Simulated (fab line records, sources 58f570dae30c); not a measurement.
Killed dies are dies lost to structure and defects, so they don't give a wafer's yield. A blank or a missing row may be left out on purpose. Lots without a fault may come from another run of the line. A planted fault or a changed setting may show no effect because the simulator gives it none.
Problem report in the 8D (eight disciplines) form, filled by code | flow berkeley_cmos170 | the parts of the form that need people (team, actions taken, sign-off) are left out

1. THE PROBLEM
ACTIVE_OVL at UCB170_ACTIVE_OVL_MEAS_14 reads a mean of 236 nm on 12 wafers of 4 lots; wafers without a fault read 0 nm with a standard deviation of 5.3. That is +45 standard deviations from the usual mean.
First seen on wafer L968.1, day 6 08:13, on overlay-01. The record holds 42 wafers of 14 lots with a number at this step. Rule for "out", or "out of limits": more than 4 standard deviations from the usual mean. The other wafers with a number count as sound.

2. WHAT IT IS AND WHAT IT IS NOT
question                    | is                     | is not
which readings at this step | ACTIVE_OVL             | -
which lots                  | L968, L971, L973, L974 | L958, L959, L960, L961, L962, L963, L964, L965, L975, L980
which wafers of those lots  | all that have a number | -
read on which gauges        | overlay-01, overlay-02 | -
when                        | from day 6 08:13       | up to then (24 sound wafers); but 6 sound wafers of L975, L980 came after

3. SUSPECTS, AND WHAT RULES EACH OUT
Counting: a tool at a process step up to the reading stays a suspect if it ran every lot that is out and no sound lot after the first of them.
- the gauge at UCB170_ACTIVE_OVL_MEAS_14: ruled out. The wafers that are out were read on 2 gauges (overlay-01, overlay-02).
- krf_scanner-02 at UCB170_ACTIVE_EXPOSE_10 (exposes mask ACTIVE, target cd 1200 nm): kept. It ran every lot that is out, first L968 (day 6 07:43), and no sound lot after that; its last sound lot up to then is L965 (day 5 23:35).
Left after counting: krf_scanner-02 at UCB170_ACTIVE_EXPOSE_10.

4. THE CAUSE (what the simulator had put in)
Scanner matching overlay: krf_scanner-02, from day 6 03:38 on, at UCB170_ACTIVE_EXPOSE_10. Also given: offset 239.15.
Counting left only this tool.

5. THE CHAIN OF EFFECTS, in route order
Each row: a reading whose mean over the struck wafers that have a number lies more than 3 standard deviations from the usual. Only readings for which the record gives a usual standard deviation are gone through. hours: the time from each lot's start at the first step in this table that gives one to its start at this step, as a median over the lots. sigmas: the change in usual standard deviations.
hours | step                      | reading    | usual | on struck wafers | change | sigmas
0     | UCB170_ACTIVE_OVL_MEAS_14 | ACTIVE_OVL | 0 nm  | 236              | +236   | +45
Later measuring or inspecting steps at which every struck wafer that the step has a row for has a number for every such reading, and none has moved that far: UCB170_FIELD_THK_MEAS_90, UCB170_NVT_OVL_MEAS_06.

6. WHAT WOULD HAVE CAUGHT IT SOONER
In this record the first reading out of limits at a measuring or inspecting step was taken at day 6 08:13, 5 hours after the fault began at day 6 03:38.
Of the tool readings at UCB170_ACTIVE_EXPOSE_10 for which the record gives a usual standard deviation, none was out on any struck wafer, so an alarm limit of 4 standard deviations on them would not have fired.
Of the lots that are out (4), L971, L973, L974 began UCB170_ACTIVE_EXPOSE_10 on krf_scanner-02 after day 6 08:13. A hold on the tool at that time would have spared those 3.
